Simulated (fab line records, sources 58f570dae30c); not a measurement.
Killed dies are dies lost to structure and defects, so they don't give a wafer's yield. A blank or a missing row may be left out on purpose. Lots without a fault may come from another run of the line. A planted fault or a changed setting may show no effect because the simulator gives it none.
Which tool did it? | flow berkeley_cmos170 | 7 lots, 21 wafers sampled, at 3 steps of a route of 331

WHAT THE GAUGES READ, wafer by wafer
UCB170_PFIELD_TW_MEAS_09.
lot  | measured    | on            | PFIELD_TW
L264 | day 4 12:04 | film_metro-03 | 601 607 602
L268 | day 5 07:42 | film_metro-03 | 540 539 539
L271 | day 5 20:53 | film_metro-01 | 541 543 545
L278 | day 7 14:46 | film_metro-03 | 602 603 602
L281 | day 8 04:44 | film_metro-03 | 600 596 602
L282 | day 8 09:23 | film_metro-03 | 598 598 599
L286 | day 9 00:13 | film_metro-04 | 601 602 601

WHICH TOOL RAN EACH LOT (tool, then ch and the chambers of the sampled wafers, then the start)
lot  | UCB170_NWELL_STRIP_15               | UCB170_PFIELD_IMPLANT_07
L264 | plasma_asher-04 ch 0,1, day 2 11:40 | implanter-03 ch 0, day 4 11:49
L268 | plasma_asher-04 ch 0,1, day 3 12:20 | implanter-03 ch 0, day 5 07:28
L271 | plasma_asher-03 ch 0,1, day 3 23:58 | implanter-03 ch 0, day 5 20:38
L278 | plasma_asher-04 ch 0,1, day 5 10:56 | implanter-01 ch 0, day 7 14:31
L281 | plasma_asher-03 ch 0,1, day 6 00:39 | implanter-02 ch 0, day 8 04:31
L282 | plasma_asher-01 ch 0,1, day 6 09:46 | implanter-02 ch 0, day 8 09:09
L286 | plasma_asher-04 ch 0,1, day 6 22:08 | implanter-01 ch 0, day 8 23:59
- UCB170_NWELL_STRIP_15: strips in O2.
- UCB170_PFIELD_IMPLANT_07

THE ANSWER, worked out from the rows above alone
Rule: what is usual is taken from the lots themselves. Put in order of their means at a reading, lots are off if they are a third of the lots or fewer, leave a main group of 4 or more, and stand apart from it by a gap of 3 or more times the standard deviation of the main group's means; of several such gaps the widest counts. A main group whose means are all the same, to the digits that the tables above print for the reading, isn't used. A lot without any number at a reading at which 4 lots or more have one is off too. The other lots that the step has rows for count as sound.
Off: L268, L271, at UCB170_PFIELD_TW_MEAS_09 (PFIELD_TW). The main group: mean 601, standard deviation 1.9.
A tool fits if, at a process step before that reading, it ran every lot that is off, and no sound lot after the first of them. The gauges at UCB170_PFIELD_TW_MEAS_09 are tried like those tools. One fits: implanter-03 at UCB170_PFIELD_IMPLANT_07. Its last sound lot is L264 (day 4 11:49), its first lot that is off L268 (day 5 07:28): a fault that began between those two fits.

WHAT THE SIMULATOR HAD PUT IN
Process parameter drift: implanter-03, from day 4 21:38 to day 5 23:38, at UCB170_PFIELD_IMPLANT_07. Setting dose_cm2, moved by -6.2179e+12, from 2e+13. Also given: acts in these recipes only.
Lots struck among those shown: L268, L271. The rule above found the same.
